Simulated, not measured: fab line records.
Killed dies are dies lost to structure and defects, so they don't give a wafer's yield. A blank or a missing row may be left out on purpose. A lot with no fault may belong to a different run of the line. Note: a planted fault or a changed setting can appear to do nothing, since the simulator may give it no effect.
fab line records -- flow ritCmos
record: lots: 13, wafers: 39, lastDay: 7
route steps=202 shown M1@190
lots that met no fault: from a run of the same line without faults
startH: hours from the record's opening day to when the first of the lot's shown wafers began -- waitH: time in hours since the lot's previous step -- " identical to the entry in the row above -- L1.1+2: several wafers, shown together as one row -- - no value, or no start given -- * or withheld: withheld -- < > ~ a bound
route shown NAME@n: names a module that has steps shown in the file, with the first one's number in the route -- usual: average and standard deviation across the fault-free wafers -- same: alike in all rows -- chamber/n: place in a boat -- sites: per-site readings -- _std_site: the standard deviation of these -- _edge_site: outer sites' mean less inner sites' -- radiusMm: for every site, how far away it sits from the centre of the wafer -- mask NAME#n: copy n -- behind: the most recent tool/chamber to have shaped the wafer -- hold: cause of the lot's hold/its duration in hours/its outcome -- device: transistor that didn't switch, given as n, p or np -- end of line: the same wafers' tests at the end of the route -- a step without rows: its recipe alone -- killed: the dies lost at the first sort to structure and to defects; this is not the yield of the wafer -- map: a wafer's dies, marking killed ones x, the rest . and places with no die _
set.NAME: the run value of the setting; set.NAME@STEP: its run value at that earlier step -- model.NAME: the simulator's own value behind a step, which no gauge read
one table for each step of the route and one row for each wafer, over a sample of lots
services: the hour from which a tool's chamber was out of use, counted from the record's first day as startH (under 0 if before that day), plus the number of hours and why
== steps ==
step: RIT_M1_EXPOSE_06
recipe: maskId: M12, na: 0.6, sourceShape: conventional, sigmaOuter: 0.5, targetCdNm: 2600, doseMj: 250
usual: exposureDoseMJCm2: 248.34/0.25
lot.wafer,tool,chamber,startH,waitH,mask,exposureDoseMJCm2
L669.2,ilineStepper-01,0,53.28,0.2,M12#0,248.59
L669.4,ilineStepper-01,0,53.28,0.2,M12#0,248.51
L669.5,ilineStepper-01,0,53.28,0.2,M12#0,248.70
L670.3,ilineStepper-02,0,58.17,0.2,M12#0,248.58
L670.5,ilineStepper-02,0,58.17,0.2,M12#0,248.52
L670.6,ilineStepper-02,0,58.17,0.2,M12#0,248.14
L671.1,ilineStepper-01,0,64.58,0.2,M12#0,248.25
L671.4,ilineStepper-01,0,64.58,0.2,M12#0,248.45
L671.5,ilineStepper-01,0,64.58,0.2,M12#0,248.28
L673.2,ilineStepper-02,0,75.22,0.1,M12#0,248.36
L673.5,ilineStepper-02,0,75.22,0.1,M12#0,248.47
L673.6,ilineStepper-02,0,75.22,0.1,M12#0,247.99
L674.3,ilineStepper-02,0,79.82,0.1,M12#0,248.49
L674.4,ilineStepper-02,0,79.82,0.1,M12#0,248.06
L674.6,ilineStepper-02,0,79.82,0.1,M12#0,248.74
L677.2,ilineStepper-01,0,94.68,0.2,M12_R1#0,248.28
L677.3,ilineStepper-01,0,94.68,0.2,M12_R1#0,248.22
L677.4,ilineStepper-01,0,94.68,0.2,M12_R1#0,248.27
L685.2,ilineStepper-02,0,133.92,0.1,M12#0,248.43
L685.4,ilineStepper-02,0,133.92,0.1,M12#0,248.20
L685.6,ilineStepper-02,0,133.92,0.1,M12#0,248.09
L686.1,ilineStepper-01,0,139.32,0.2,M12#0,248.34
L686.2,ilineStepper-01,0,139.32,0.2,M12#0,248.49
L686.6,ilineStepper-01,0,139.32,0.2,M12#0,247.86
L687.1,ilineStepper-02,0,146.10,0.2,M12#0,248.52
L687.3,ilineStepper-02,0,146.10,0.2,M12#0,248.34
L687.4,ilineStepper-02,0,146.10,0.2,M12#0,248.45
L688.1,ilineStepper-02,0,154.52,0.1,M12#0,248.43
L688.2,ilineStepper-02,0,154.52,0.1,M12#0,248.00
L688.6,ilineStepper-02,0,154.52,0.1,M12#0,248.15
L690.2,ilineStepper-01,0,162.61,0.2,M12#0,248.33
L690.5,ilineStepper-01,0,162.61,0.2,M12#0,248.81
L690.6,ilineStepper-01,0,162.61,0.2,M12#0,248.55
L691.1,ilineStepper-01,0,165.08,0.1,M12#0,248.38
L691.2,ilineStepper-01,0,165.08,0.1,M12#0,248.33
L691.6,ilineStepper-01,0,165.08,0.1,M12#0,248.46
L692.2,ilineStepper-01,0,171.24,0.1,M12#0,248.54
L692.3,ilineStepper-01,0,171.24,0.1,M12#0,248.60
L692.4,ilineStepper-01,0,171.24,0.1,M12#0,248.53
step: RIT_M1_CD_MEAS_09
recipe: targetCdNm: 2600
usual: cdNm: 2600.8/1.8
lot.wafer,tool,chamber,startH,waitH,cdNm
L669.2,cdSem-01,-,53.71,-,2601.7
L669.4,cdSem-01,-,53.71,-,2599.7
L669.5,cdSem-01,-,53.71,-,2600.6
L670.3,cdSem-02,-,58.60,-,2601.2
L670.5,cdSem-02,-,58.60,-,2600.7
L670.6,cdSem-02,-,58.60,-,2601.6
L671.1,cdSem-01,-,65.01,-,2601.9
L671.4,cdSem-01,-,65.01,-,2602.2
L671.5,cdSem-01,-,65.01,-,2601.5
L673.2,cdSem-02,-,75.65,-,2603.9
L673.5,cdSem-02,-,75.65,-,2602.3
L673.6,cdSem-02,-,75.65,-,2603.1
L674.3,cdSem-01,-,80.26,-,2599.0
L674.4,cdSem-01,-,80.26,-,2598.8
L674.6,cdSem-01,-,80.26,-,2599.0
L677.2,cdSem-01,-,95.11,-,2747.8
L677.3,cdSem-01,-,95.11,-,2747.3
L677.4,cdSem-01,-,95.11,-,2751.3
L685.2,cdSem-01,-,134.35,-,2599.1
L685.4,cdSem-01,-,134.35,-,2601.6
L685.6,cdSem-01,-,134.35,-,2603.6
L686.1,cdSem-01,-,139.75,-,2599.9
L686.2,cdSem-01,-,139.75,-,2599.4
L686.6,cdSem-01,-,139.75,-,2600.6
L687.1,cdSem-01,-,146.53,-,2599.7
L687.3,cdSem-01,-,146.53,-,2596.6
L687.4,cdSem-01,-,146.53,-,2599.7
L688.1,cdSem-02,-,154.95,-,2600.4
L688.2,cdSem-02,-,154.95,-,2600.9
L688.6,cdSem-02,-,154.95,-,2600.4
L690.2,cdSem-01,-,163.04,-,2602.9
L690.5,cdSem-01,-,163.04,-,2602.0
L690.6,cdSem-01,-,163.04,-,2601.7
L691.1,cdSem-01,-,165.51,-,2602.1
L691.2,cdSem-01,-,165.51,-,2600.5
L691.6,cdSem-01,-,165.51,-,2602.4
L692.2,cdSem-02,-,171.67,-,2605.0
L692.3,cdSem-02,-,171.67,-,2603.4
L692.4,cdSem-02,-,171.67,-,2603.0
step: RIT_M1_PROBE_99
usual: defectLimitedYield: 97.3/1.2, killed_at_M0_to_M3: 0.0/0.16, killedAtContacts: 0.1/0.25, killedAtFrontEnd: 7/3.1, killedDies: 7/3.1, killedOpen: 3.6/2, killedShort: 3.5/2, sort_bin_3_pad_short: 0.2/0.25, sort_bin_5_function: 1.5/0.87, sort_bin_6_memory: 1.0/0.71, sortNPass: 257/3.1, sortYieldPct: 97.3/1.2
same: grossDies: 264, killed_at_M4_up: 0, killedAtBackSide: 0, killedAtOther: 0
lot.wafer,tool,chamber,startH,waitH,defectLimitedYield[%],killed_at_M0_to_M3,killedAtContacts,killedAtFrontEnd,killedDies,killedOpen,killedShort,sort_bin_3_pad_short[%],sort_bin_5_function[%],sort_bin_6_memory[%],sortNPass,sortYieldPct[%]
L669.2,prober-02,-,56.40,0.1,98.5,0,0,4,4,2,2,0,1.1,0.4,260,98.5
L669.4,prober-02,-,56.50,0.2,98.5,0,0,4,4,3,1,0,0.8,0.8,260,98.5
L669.5,prober-02,-,56.55,0.2,97.0,0,0,8,8,4,4,0.4,0.8,1.9,256,97.0
L670.3,prober-01,-,61.49,0.2,97.7,1,0,5,6,4,2,0,0,2.3,258,97.7
L670.5,prober-01,-,61.59,0.2,98.5,0,0,4,4,2,2,0,1.1,0.4,260,98.5
L670.6,prober-01,-,61.64,0.2,98.5,0,0,4,4,3,1,0,0.4,1.1,260,98.5
L671.1,prober-02,-,67.67,0.1,98.9,0,1,2,3,1,2,0.8,0.4,0,261,98.9
L671.4,prober-02,-,67.82,0.2,98.1,0,0,5,5,4,1,0,1.9,0,259,98.1
L671.5,prober-02,-,67.87,0.2,99.2,0,0,2,2,0,2,0,0,0.8,262,99.2
L673.2,prober-02,-,78.35,0.1,97.0,0,0,8,8,5,3,0,1.5,1.5,256,97.0
L673.5,prober-02,-,78.50,0.2,95.8,0,0,11,11,7,4,0,2.7,1.5,253,95.8
L673.6,prober-02,-,78.55,0.2,97.3,0,0,7,7,1,6,0,1.1,1.5,257,97.3
L674.3,prober-01,-,83.54,0.2,95.8,0,0,11,11,3,8,0.8,2.7,0.8,253,95.8
L674.4,prober-01,-,83.59,0.2,96.6,0,0,9,9,6,3,0.4,1.5,1.5,255,96.6
L674.6,prober-01,-,83.69,0.2,97.0,0,0,8,8,3,5,0,1.5,1.5,256,97.0
L677.2,prober-02,-,97.82,0.1,97.0,0,0,8,8,4,4,0.4,1.5,1.1,256,97.0
L677.3,prober-02,-,97.87,0.2,92.8,0,0,19,19,9,10,0,5.3,1.9,245,92.8
L677.4,prober-02,-,97.92,0.2,97.3,0,0,7,7,5,2,0,2.3,0.4,257,97.3
L685.2,prober-02,-,139.71,0.1,97.3,0,0,7,7,7,0,0,1.9,0.8,257,97.3
L685.4,prober-02,-,139.81,0.2,97.7,0,0,6,6,3,3,0.4,1.1,0.8,258,97.7
L685.6,prober-02,-,139.91,0.2,99.2,0,0,2,2,1,1,0,0,0.8,262,99.2
L686.1,prober-01,-,142.72,0.1,96.6,0,0,9,9,5,4,0.4,1.1,1.9,255,96.6
L686.2,prober-01,-,142.77,0.1,98.1,0,0,5,5,3,2,0,1.1,0.8,259,98.1
L686.6,prober-01,-,142.97,0.2,95.8,0,0,11,11,6,5,0,2.3,1.9,253,95.8
L687.1,prober-02,-,149.85,0.1,96.6,0,0,9,9,4,5,0,1.5,1.9,255,96.6
L687.3,prober-02,-,149.95,0.2,98.1,0,0,5,5,4,1,0,1.1,0.8,259,98.1
L687.4,prober-02,-,150.00,0.2,98.1,0,0,5,5,3,2,0,0.8,1.1,259,98.1
L688.1,prober-01,-,157.61,0.1,97.7,0,0,6,6,3,3,0,1.9,0.4,258,97.7
L688.2,prober-01,-,157.66,0.1,98.5,0,0,4,4,3,1,0,1.1,0.4,260,98.5
L688.6,prober-01,-,157.86,0.2,96.6,0,0,9,9,6,3,0.4,1.9,1.1,255,96.6
L690.2,prober-01,-,165.75,0.1,96.2,0,0,10,10,2,8,0.4,1.9,1.5,254,96.2
L690.5,prober-01,-,165.90,0.2,97.3,0,0,7,7,5,2,0,1.9,0.8,257,97.3
L690.6,prober-01,-,165.95,0.2,96.2,0,0,10,10,6,4,0.4,1.5,1.9,254,96.2
L691.1,prober-02,-,168.17,0.1,98.9,0,0,3,3,1,2,0,0.8,0.4,261,98.9
L691.2,prober-02,-,168.22,0.1,97.7,0,0,6,6,4,2,0,2.3,0,258,97.7
L691.6,prober-02,-,168.42,0.2,98.9,0,0,3,3,2,1,0,0.8,0.4,261,98.9
L692.2,prober-01,-,174.38,0.1,97.3,0,0,7,7,4,3,0.4,1.1,1.1,257,97.3
L692.3,prober-01,-,174.43,0.2,98.1,0,0,5,5,3,2,0,0.4,1.5,259,98.1
L692.4,prober-01,-,174.48,0.2,97.7,0,0,6,6,3,3,0,1.5,0.8,258,97.7
killed by level:class
L669.2 REOX:geometricParticle:short=2 GATE:geometricParticle:open=1 SPACER:geometricParticle:open=1
L669.4 FOX1:geometricParticle:open=2 FOX1:geometricParticle:short=1 GATE:geometricParticle:open=1
L669.5 GATE:geometricParticle:open=2 REOX:geometricParticle:short=2 FOX1:geometricParticle:open=1 FOX1:geometricParticle:short=1 REOX:geometricParticle:open=1 SPACER:geometricParticle:short=1
L670.3 FOX1:geometricParticle:open=1 GATE:geometricParticle:open=1 REOX:geometricParticle:open=1 SPACER:geometricParticle:open=1 SPACER:geometricParticle:short=1 M1:geometricParticle:short=1
L670.5 REOX:geometricParticle:open=2 FOX1:geometricParticle:short=1 REOX:geometricParticle:short=1
L670.6 FOX1:geometricParticle:short=1 FOX1:geometricParticle:open=1 FOX2:geometricParticle:open=1 GATE:geometricParticle:open=1
L671.1 REOX:geometricParticle:open=1 SILICIDE:geometricParticle:short=1 CONTACT:geometricParticle:short=1
L671.4 FOX1:geometricParticle:open=1 FOX2:geometricParticle:open=1 REOX:geometricParticle:short=1 REOX:geometricParticle:open=1 SILICIDE:geometricParticle:open=1
L671.5 GATE:geometricParticle:short=1 SILICIDE:geometricParticle:short=1
L673.2 GATE:geometricParticle:open=2 SILICIDE:geometricParticle:short=2 SILICIDE:geometricParticle:open=2 REOX:geometricParticle:open=1 SPACER:geometricParticle:short=1
L673.5 GATE:geometricParticle:open=3 REOX:geometricParticle:open=2 FOX1:geometricParticle:short=1 GATE:geometricParticle:short=1 SPACER:geometricParticle:short=1 SPACER:geometricParticle:open=1 SILICIDE:geometricParticle:open=1 SILICIDE:geometricParticle:short=1
L673.6 REOX:geometricParticle:short=4 GATE:geometricParticle:short=1 REOX:geometricParticle:open=1 SILICIDE:geometricParticle:short=1
L674.3 REOX:geometricParticle:short=4 GATE:geometricParticle:short=3 FOX2:geometricParticle:short=1 GATE:geometricParticle:open=1 REOX:geometricParticle:open=1 SPACER:geometricParticle:open=1
L674.4 GATE:geometricParticle:open=3 REOX:geometricParticle:open=2 FOX2:geometricParticle:short=1 FOX2:geometricParticle:open=1 GATE:geometricParticle:short=1 REOX:geometricParticle:short=1
L674.6 REOX:geometricParticle:short=2 SILICIDE:geometricParticle:short=2 SPACER:geometricParticle:short=1 FOX2:geometricParticle:open=1 GATE:geometricParticle:open=1 REOX:geometricParticle:open=1
L677.2 FOX1:geometricParticle:open=2 GATE:geometricParticle:short=2 FOX1:geometricParticle:short=1 FOX2:geometricParticle:open=1 GATE:geometricParticle:open=1 SILICIDE:geometricParticle:short=1
L677.3 GATE:geometricParticle:short=4 FOX1:geometricParticle:short=3 FOX1:geometricParticle:open=3 GATE:geometricParticle:open=3 SPACER:geometricParticle:short=2 FOX2:geometricParticle:open=1 SPACER:geometricParticle:open=1 SILICIDE:geometricParticle:open=1
L677.4 GATE:geometricParticle:short=2 GATE:geometricParticle:open=2 FOX1:geometricParticle:open=1 FOX2:geometricParticle:open=1 SILICIDE:geometricParticle:open=1
L685.2 FOX2:geometricParticle:open=2 GATE:geometricParticle:open=2 REOX:geometricParticle:open=1 SPACER:geometricParticle:open=1 SILICIDE:geometricParticle:open=1
L685.4 ACTIVE:geometricParticle:open=1 FOX2:geometricParticle:open=1 GATE:geometricParticle:open=1 GATE:geometricParticle:short=1 REOX:geometricParticle:short=1 SILICIDE:geometricParticle:short=1
L685.6 FOX1:geometricParticle:open=1 GATE:geometricParticle:short=1
L686.1 GATE:geometricParticle:open=3 REOX:geometricParticle:short=2 FOX1:geometricParticle:open=1 FOX2:geometricParticle:short=1 GATE:geometricParticle:short=1 SPACER:geometricParticle:open=1
L686.2 GATE:geometricParticle:open=3 FOX1:geometricParticle:short=1 GATE:geometricParticle:short=1
L686.6 GATE:geometricParticle:short=2 REOX:geometricParticle:open=2 SPACER:geometricParticle:open=2 GATE:geometricParticle:open=1 REOX:geometricParticle:short=1 SILICIDE:geometricParticle:short=1 SPACER:geometricParticle:short=1 SILICIDE:geometricParticle:open=1
L687.1 GATE:geometricParticle:short=3 GATE:geometricParticle:open=3 FOX1:geometricParticle:short=1 FOX1:geometricParticle:open=1 SILICIDE:geometricParticle:short=1
L687.3 GATE:geometricParticle:open=2 FOX1:geometricParticle:open=1 REOX:geometricParticle:short=1 SILICIDE:geometricParticle:open=1
L687.4 FOX1:geometricParticle:open=2 FOX1:geometricParticle:short=1 GATE:geometricParticle:short=1 GATE:geometricParticle:open=1
L688.1 GATE:geometricParticle:open=3 SPACER:geometricParticle:short=2 REOX:geometricParticle:short=1
L688.2 REOX:geometricParticle:open=2 GATE:geometricParticle:short=1 SPACER:geometricParticle:open=1
L688.6 GATE:geometricParticle:open=3 FOX1:geometricParticle:short=2 FOX1:geometricParticle:open=1 REOX:geometricParticle:open=1 SPACER:geometricParticle:open=1 SPACER:geometricParticle:short=1
L690.2 SILICIDE:geometricParticle:short=3 GATE:geometricParticle:short=2 FOX1:geometricParticle:short=1 GATE:geometricParticle:open=1 REOX:geometricParticle:short=1 SPACER:geometricParticle:short=1 SILICIDE:geometricParticle:open=1
L690.5 FOX1:geometricParticle:short=2 FOX2:geometricParticle:open=1 GATE:geometricParticle:open=1 REOX:geometricParticle:open=1 SPACER:geometricParticle:open=1 SILICIDE:geometricParticle:open=1
L690.6 REOX:geometricParticle:short=2 SPACER:geometricParticle:open=2 SILICIDE:geometricParticle:open=2 FOX1:geometricParticle:short=1 FOX1:geometricParticle:open=1 FOX2:geometricParticle:open=1 SILICIDE:geometricParticle:short=1
L691.1 GATE:geometricParticle:open=1 GATE:geometricParticle:short=1 SILICIDE:geometricParticle:short=1
L691.2 GATE:geometricParticle:open=2 SILICIDE:geometricParticle:open=2 GATE:geometricParticle:short=1 SPACER:geometricParticle:short=1
L691.6 GATE:geometricParticle:open=1 GATE:geometricParticle:short=1 REOX:geometricParticle:open=1
L692.2 GATE:geometricParticle:open=2 SPACER:geometricParticle:short=2 FOX1:geometricParticle:open=1 SPACER:geometricParticle:open=1 SILICIDE:geometricParticle:short=1
L692.3 FOX1:geometricParticle:open=1 GATE:geometricParticle:open=1 SPACER:geometricParticle:short=1 SILICIDE:geometricParticle:short=1 SILICIDE:geometricParticle:open=1
L692.4 FOX1:geometricParticle:short=1 FOX1:geometricParticle:open=1 GATE:geometricParticle:open=1 GATE:geometricParticle:short=1 REOX:geometricParticle:open=1 SPACER:geometricParticle:short=1
== services ==
tool,chamber,startH,hours,kind
ilineStepper-02,-,96.81,14.0,repair
ilineStepper-01,-,110.81,1.7,pm
== key ==
firstSign: step: RIT_M1_EXPOSE_06, reading: mask, direction: changed
effect: step: RIT_M1_CD_MEAS_09, reading: cdNm, direction: up, sigmas: 80, usual: 2600.8, struck: 2748.8
metAt RIT_M1_EXPOSE_06
struckLots L677
onsetBetween 64.58 94.68
fault: kind: wrongMask, tool: any, chamber: -, onsetH: 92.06, steps: RIT_M1_EXPOSE_06, auxCopy: M12_R1#0, cdOffsetNm: 150, scope: struckLotsOnly
